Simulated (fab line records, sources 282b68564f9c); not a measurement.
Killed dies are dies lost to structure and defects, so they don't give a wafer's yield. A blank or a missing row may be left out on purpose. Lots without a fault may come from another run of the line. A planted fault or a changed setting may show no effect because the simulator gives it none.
fab line records | flow rit_cmos
record lots=5 wafers=15 last_day=6
route steps=202 shown M1@184
lots that met no fault: from a run of the same line without faults
start_h: hours from the record's first day to the start of the lot's first wafer shown | wait_h: hours since the lot's step before | " the same as in the row above | L1.1+2: a row that stands for several wafers | - no value, or no start given | * or withheld: withheld | < > ~ a bound
route shown NAME@n: a module of which the file shows steps, and the number in the route of the first | usual: mean/standard deviation of fault-free wafers | same: alike in all rows | chamber/n: place in a boat | sites: the reading at each site | _std_site: their standard deviation | _edge_site: outer sites' mean less inner sites' | radius_mm: how far each site lies from the wafer's centre | mask NAME#n: copy n | behind: the tool/chamber that last shaped the wafer | hold: why the lot was held/for how many hours/how that ended | device: the transistor (n, p or np) that didn't switch | end of line: the same wafers' tests at the end of the route | a step without rows: its recipe alone | killed: dies lost to structure and defects at the first sort, not the wafer's yield | map: a wafer's dies, x killed, . not, _ none there
set.NAME: the setting as run; set.NAME@STEP: as run at that earlier step | model.NAME: the simulator's own value behind a step, which no gauge read
lots at some steps of the route; a table a step, a row a wafer
services: from which hour (start_h, from the record's first day; less than 0 if before it) a tool's chamber was out of use, for how many hours, and why
## steps
# step RIT_M1_SPUTTER_00
# recipe material=Al target_thk_nm=400 power_w=2000 chamber_pressure_pa=0.4 gas=Ar time_s=500 substrate_temp_c=25
# usual throttle_valve_pct=29.9/0.93
# same time_s=500
# columns lot.wafer tool chamber start_h wait_h throttle_valve_pct
L396.1 pvd_sputter-03 - 70.85 0.0 28.9
L396.3 " - " " 31.4
L396.5 " - " " 28.6
L402.2 pvd_sputter-02 - 99.30 0.0 30.7
L402.3 " - " " 31.1
L402.6 " - " " 30.9
L406.3 pvd_sputter-02 - 123.97 0.0 29.4
L406.4 " - " " 30.8
L406.6 " - " " 31.1
L407.2 pvd_sputter-03 - 129.70 0.0 28.7
L407.3 " - " " 28.6
L407.5 " - " " 28.7
L412.1 pvd_sputter-02 - 149.96 0.0 31.1
L412.4 " - " " 29.2
L412.5 " - " " 31.0
# step RIT_M1_RS_MEAS_01
# recipe thk_meas_gauge=four-point-probe reads=Al_of_M1_SPUTTER_00
# usual M1_AL_RS=0.0738/0.00088
# columns lot.wafer tool chamber start_h wait_h M1_AL_RS[ohm/sq]
L396.1 film_metro-04 - 71.15 0.1 0.0736
L396.3 " - " " 0.0723
L396.5 " - " " 0.0723
L402.2 film_metro-01 - 99.61 0.2 0.0738
L402.3 " - " " 0.0737
L402.6 " - " " 0.0728
L406.3 film_metro-03 - 124.30 0.2 0.0735
L406.4 " - " " 0.0747
L406.6 " - " " 0.0742
L407.2 film_metro-04 - 130.01 0.2 0.0735
L407.3 " - " " 0.0734
L407.5 " - " " 0.0737
L412.1 film_metro-03 - 150.26 0.1 0.0744
L412.4 " - " " 0.0740
L412.5 " - " " 0.0747
# step RIT_M1_THK_MEAS_02
# recipe thk_meas_gauge=xrf reads=Al_of_M1_SPUTTER_00
# usual M1_AL_THK=391/4.8
# columns lot.wafer tool chamber start_h wait_h M1_AL_THK[nm]
L396.1 film_metro-04 - 71.27 0.1 393
L396.3 " - " " 400
L396.5 " - " " 399
L402.2 film_metro-01 - 99.72 0.1 386
L402.3 " - " " 385
L402.6 " - " " 391
L406.3 film_metro-03 - 124.40 0.1 396
L406.4 " - " " 390
L406.6 " - " " 389
L407.2 film_metro-04 - 130.12 0.1 392
L407.3 " - " " 394
L407.5 " - " " 394
L412.1 film_metro-03 - 150.38 0.1 392
L412.4 " - " " 393
L412.5 " - " " 389
# step RIT_M1_HMDS_03
# recipe prime_time_s=60 prime_temp_c=140
# step RIT_M1_COAT_04
# recipe resist=NOVOLAK spin_rpm=2000 resist_thk_nm=1300
# step RIT_M1_SOFTBAKE_05
# recipe resist=NOVOLAK temp_c=90 time_s=60
# step RIT_M1_EXPOSE_06
# recipe mask_id=M12 na=0.6 source_shape=conventional sigma_outer=0.5 target_cd_nm=2600 dose_mj=250
# step RIT_M1_PEB_07
# recipe resist=NOVOLAK temp_c=withheld time_s=withheld
# step RIT_M1_DEVELOP_08
# recipe resist=NOVOLAK develop_time_s=68 dev_temp_c=23
# step RIT_M1_CD_MEAS_09
# recipe target_cd_nm=2600
# usual cd_nm=2599.8/2.6
# columns lot.wafer tool chamber start_h wait_h cd_nm
L396.1 cd_sem-01 - 72.35 - 2596.0
L396.3 " - " " 2597.5
L396.5 " - " " 2596.7
L402.2 cd_sem-01 - 100.67 - 2601.0
L402.3 " - " " 2600.9
L402.6 " - " " 2601.8
L406.3 cd_sem-02 - 125.49 - 2599.6
L406.4 " - " " 2600.2
L406.6 " - " " 2599.5
L407.2 cd_sem-01 - 131.07 - 2597.9
L407.3 " - " " 2594.7
L407.5 " - " " 2595.7
L412.1 cd_sem-02 - 151.44 - 2601.2
L412.4 " - " " 2601.3
L412.5 " - " " 2601.8
# step RIT_M1_OVL_MEAS_10
# usual M1_OVL=-0.5/1.3
# columns lot.wafer tool chamber start_h wait_h M1_OVL[nm]
L396.1 overlay-02 - 72.47 0.1 1.1
L396.3 " - " " 1.3
L396.5 " - " " 0.4
L402.2 overlay-01 - 100.78 0.1 -2.7
L402.3 " - " " -2.1
L402.6 " - " " -2.7
L406.3 overlay-02 - 125.58 0.1 2.2
L406.4 " - " " -0.2
L406.6 " - " " 0.4
L407.2 overlay-02 - 131.18 0.1 -3.3
L407.3 " - " " -3.1
L407.5 " - " " -1.4
L412.1 overlay-01 - 151.56 0.1 0.0
L412.4 " - " " 0.6
L412.5 " - " " -0.6
# step RIT_M1_HARDBAKE_11
# recipe resist=NOVOLAK temp_c=140 time_s=120
# step RIT_M1_METAL_ETCH_12
# recipe stop_on=SiO2 chemistry=Cl2/BCl3 target=Al time_s=165 over_etch_frac=0.5 pressure_mtorr=100 target_depth_a=6000 rf_w=250 Cl2_flow_sccm=60 bcl3_flow_sccm=50
# usual drypump_motor_current_A=5.7/0.41 oes_product_au=0.778/0.016 throttle_valve_pct=8.30/0.11
# same time_s=165
# columns lot.wafer tool chamber start_h wait_h drypump_motor_current_A oes_product_au rf_hours_counter_h throttle_valve_pct
L396.1 rie_metal-03 0 72.76 0.2 5.7 0.786 3 8.42
L396.3 " 1 " " 5.0 0.767 - 8.46
L396.5 " 1 " " 5.0 0.755 - 8.46
L402.2 rie_metal-03 1 101.06 0.2 5.0 0.753 3 8.45
L402.3 " 0 " " 5.7 0.785 - 8.37
L402.6 " 0 " " 5.7 0.792 - 8.39
L406.3 rie_metal-01 0 125.91 0.2 5.9 0.793 - 8.31
L406.4 " 1 " " 5.6 0.768 - 8.20
L406.6 " 1 " " 5.7 0.773 - 8.21
L407.2 rie_metal-04 1 131.46 0.2 5.7 0.750 33 8.11
L407.3 " 0 " " 6.4 0.784 - 8.27
L407.5 " 1 " " 5.7 0.763 - 8.11
L412.1 rie_metal-01 1 151.85 0.2 5.6 0.774 2 8.23
L412.4 " 1 " " 5.6 0.781 - 8.21
L412.5 " 1 " " 5.6 0.774 - 8.21
# step RIT_M1_STRIP_13
# recipe chemistry=nmp resist=NOVOLAK temp_c=80 time_s=600 dry=n2_spin
# step RIT_M1_STRIP_14
# recipe chemistry=O2 time_s=180 platen_temp_c=withheld power_w=500 pressure_mtorr=4000 o2_flow_sccm=4000
# usual drypump_motor_current_A=6.2/0.38
# same time_s=180
# columns lot.wafer tool chamber start_h wait_h drypump_motor_current_A rf_hours_counter_h
L396.1 plasma_asher-03 0 73.09 0.0 6.7 44
L396.3 " 0 " " 6.8 -
L396.5 " 0 " " 6.8 -
L402.2 plasma_asher-02 0 101.41 0.0 5.6 40
L402.3 " 1 " " 5.8 -
L402.6 " 1 " " 5.8 -
L406.3 plasma_asher-04 1 126.26 0.1 6.2 -
L406.4 " 0 " " 6.0 -
L406.6 " 1 " " 6.3 -
L407.2 plasma_asher-03 0 131.81 0.0 6.8 50
L407.3 " 1 " " 6.3 -
L407.5 " 0 " " 6.8 -
L412.1 plasma_asher-04 0 152.19 0.0 6.0 37
L412.4 " 1 " " 6.2 -
L412.5 " 1 " " 6.2 -
# step RIT_M1_CD_MEAS_90
# recipe target_cd_nm=2600
# usual cd_nm=2601/3.7
# columns lot.wafer tool chamber start_h wait_h cd_nm
L396.1 cd_sem-01 - 73.27 0.1 2600
L396.3 " - " " 2600
L396.5 " - " " 2598
L402.2 cd_sem-02 - 101.61 0.1 2602
L402.3 " - " " 2604
L402.6 " - " " 2607
L406.3 cd_sem-02 - 126.42 0.1 2601
L406.4 " - " " 2609
L406.6 " - " " 2606
L407.2 cd_sem-02 - 132.00 0.1 2599
L407.3 " - " " 2593
L407.5 " - " " 2597
L412.1 cd_sem-01 - 152.36 0.1 2606
L412.4 " - " " 2606
L412.5 " - " " 2606
# step RIT_M1_ANNEAL_15
# recipe temp_c=450 time_s=1800 ambient=forming_gas_H2N2
# step RIT_M1_BOW_MEAS_16
# recipe mode=bow
# usual M1_BOW=17/6.7
# columns lot.wafer tool chamber start_h wait_h M1_BOW[um]
L396.1 film_metro-03 - 74.89 0.0 17
L396.3 " - " " 10
L396.5 " - " " 15
L402.2 film_metro-04 - 103.23 0.0 10
L402.3 " - " " 11
L402.6 " - " " 15
L406.3 film_metro-04 - 128.04 0.0 18
L406.4 " - " " 21
L406.6 " - " " 14
L407.2 film_metro-04 - 133.62 0.0 8
L407.3 " - " " 23
L407.5 " - " " 8
L412.1 film_metro-01 - 153.98 0.0 17
L412.4 " - " " 15
L412.5 " - " " 28
# step RIT_M1_PROBE_99
# usual defect_limited_yield=97.5/1.2 killed_at_M0_to_M3=0/0 killed_at_contacts=0.1/0.27 killed_at_front_end=6/3 killed_dies=7/3 killed_open=3.1/2 killed_short=3.4/2 sort_bin_3_pad_short=0.1/0.23 sort_bin_5_function=1.4/0.76 sort_bin_6_memory=0.9/0.63 sort_n_pass=257/3 sort_yield_pct=97.5/1.2
# same gross_dies=264 killed_at_M4_up=0 killed_at_back_side=0 killed_at_other=0
# columns lot.wafer tool chamber start_h wait_h defect_limited_yield[%] killed_at_M0_to_M3 killed_at_contacts killed_at_front_end killed_dies killed_open killed_short sort_bin_3_pad_short[%] sort_bin_5_function[%] sort_bin_6_memory[%] sort_n_pass sort_yield_pct[%] model.etest.tester.sort_n_pass model.etest.tester.sort_yield_pct model.etest.tester.sort_bin_5_pct
L396.1 prober-01 - 75.01 0.1 97.7 0 1 5 6 3 3 0 1.5 0.8 258 97.7 258 97.73 1.515
L396.3 prober-01 - 75.11 0.2 97.7 0 0 6 6 3 3 0 0.8 1.5 258 97.7 258 97.73 0.7576
L396.5 prober-01 - 75.21 0.2 99.2 0 1 1 2 1 1 0 0 0.8 262 99.2 262 99.24 0
L402.2 prober-01 - 103.38 0.1 95.8 0 0 11 11 4 7 0.8 1.9 1.5 253 95.8 253 95.83 1.894
L402.3 prober-01 - 103.43 0.2 93.6 5 0 12 17 9 3 0.4 3.8 2.3 247 93.6 247 93.56 3.788
L402.6 prober-01 - 103.58 0.2 94.3 6 0 9 15 6 3 0.4 3.0 2.3 249 94.3 249 94.32 3.03
L406.3 prober-01 - 128.22 0.2 100.0 0 0 0 0 0 0 0 0 0 264 100.0 264 100 0
L406.4 prober-01 - 128.27 0.2 97.3 0 0 7 7 1 6 0 1.5 1.1 257 97.3 257 97.35 1.515
L406.6 prober-01 - 128.37 0.2 97.0 0 1 7 8 2 6 0.4 2.3 0.4 256 97.0 256 96.97 2.273
L407.2 prober-02 - 133.77 0.1 97.3 0 0 7 7 4 3 0 1.1 1.5 257 97.3 257 97.35 1.136
L407.3 prober-02 - 133.82 0.2 97.3 0 0 7 7 4 3 0.8 1.9 0 257 97.3 257 97.35 1.894
L407.5 prober-02 - 133.92 0.2 95.5 0 1 11 12 5 7 0 2.7 1.9 252 95.5 252 95.45 2.652
L412.1 prober-01 - 154.10 0.1 99.2 0 0 2 2 1 1 0 0.4 0.4 262 99.2 262 99.24 0.3788
L412.4 prober-01 - 154.25 0.2 99.2 0 0 2 2 1 1 0.4 0 0.4 262 99.2 262 99.24 0
L412.5 prober-01 - 154.30 0.2 99.2 0 0 2 2 0 2 0 0.8 0 262 99.2 262 99.24 0.7576
# killed by level:class
L396.1 GATE:geometric_particle:short=2 SPACER:geometric_particle:open=2 FOX1:geometric_particle:short=1 CONTACT:geometric_particle:open=1
L396.3 GATE:geometric_particle:short=2 FOX1:geometric_particle:short=1 FOX2:geometric_particle:open=1 SPACER:geometric_particle:open=1 SILICIDE:geometric_particle:open=1
L396.5 GATE:geometric_particle:open=1 CONTACT:geometric_particle:short=1
L402.2 GATE:geometric_particle:short=3 FOX1:geometric_particle:open=2 FOX1:geometric_particle:short=2 SPACER:geometric_particle:short=2 SILICIDE:geometric_particle:open=2
L402.3 GATE:geometric_particle:open=5 M1:unspecified=5 SPACER:geometric_particle:open=2 FOX2:geometric_particle:open=1 GATE:geometric_particle:short=1 REOX:geometric_particle:short=1 REOX:geometric_particle:open=1 SILICIDE:geometric_particle:short=1
L402.6 M1:unspecified=6 GATE:geometric_particle:open=2 SILICIDE:geometric_particle:short=2 FOX1:geometric_particle:short=1 FOX2:geometric_particle:open=1 REOX:geometric_particle:open=1 SPACER:geometric_particle:open=1 SILICIDE:geometric_particle:open=1
L406.4 FOX2:geometric_particle:short=2 GATE:geometric_particle:short=2 FOX1:geometric_particle:open=1 FOX1:geometric_particle:short=1 SPACER:geometric_particle:short=1
L406.6 GATE:geometric_particle:short=3 FOX1:geometric_particle:short=1 FOX2:geometric_particle:open=1 GATE:geometric_particle:open=1 SPACER:geometric_particle:short=1 CONTACT:geometric_particle:short=1
L407.2 GATE:geometric_particle:open=2 FOX2:geometric_particle:short=1 FOX2:geometric_particle:open=1 GATE:geometric_particle:short=1 REOX:geometric_particle:open=1 REOX:geometric_particle:short=1
L407.3 REOX:geometric_particle:open=2 FOX1:geometric_particle:short=1 FOX2:geometric_particle:short=1 REOX:geometric_particle:short=1 SPACER:geometric_particle:open=1 SILICIDE:geometric_particle:open=1
L407.5 GATE:geometric_particle:open=3 REOX:geometric_particle:short=3 REOX:geometric_particle:open=2 FOX2:geometric_particle:short=1 GATE:geometric_particle:short=1 SPACER:geometric_particle:short=1 CONTACT:geometric_particle:short=1
L412.1 GATE:geometric_particle:short=1 SPACER:geometric_particle:open=1
L412.4 SPACER:geometric_particle:short=1 SPACER:geometric_particle:open=1
L412.5 FOX1:geometric_particle:short=1 REOX:geometric_particle:short=1
# map L402.3 (x killed, . not)
________.x....._______
_____............x____
____......x......xx___
___.............xx..__
__...............x..x_
__..................._
_...x...x.............
_.....................
_...................x.
_.....................
__...............x..._
__.x...........x....x_
___.x...............__
____...............___
_____.............____
________......._______
# map L396.1 (x killed, . not)
________.x....._______
_____.............____
____...............___
___.................__
__..................._
__..................._
_....................x
_.....................
_.....................
_.x...................
__......x............_
__..................._
___.................__
____...............___
_____......x.....x____
________......._______
## services
# columns tool chamber start_h hours kind
plasma_asher-03 - 56.59 2.4 repair
rie_metal-04 - 69.41 2.8 pm
pvd_sputter-03 - 85.99 0.6 repair
pvd_sputter-03 - 97.40 8.0 repair
plasma_asher-02 - 105.02 4.3 repair
pvd_sputter-02 - 126.24 7.0 repair
plasma_asher-02 - 135.24 0.7 repair
rie_metal-04 - 136.12 20.0 pm
rie_metal-04 0 136.12 20.0 vent_cycle
rie_metal-04 1 136.12 20.0 vent_cycle
rie_metal-03 0 140.68 10.3 repair
pvd_sputter-02 - 150.76 13.1 repair
## key
first_sign step=RIT_M1_PROBE_99 reading=killed_at_M0_to_M3 direction=up sigmas=5.5 usual=0 struck=5.5
effect step=RIT_M1_PROBE_99 reading=sort_bin_5_function direction=up sigmas=2.7 usual=1.4 struck=3.4
model_effect step=RIT_M1_PROBE_99 value=etest.tester.sort_n_pass without=253.5 struck=248
met_at RIT_M1_METAL_ETCH_12
struck_wafers L402.3,L402.6
onset_between 72.76 101.06
fault kind=chamber_particle_source tool=rie_metal-03 chamber=0 onset_h=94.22 steps=RIT_M1_METAL_ETCH_12 rate_per_visit_cm2=0.04085 end_h=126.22
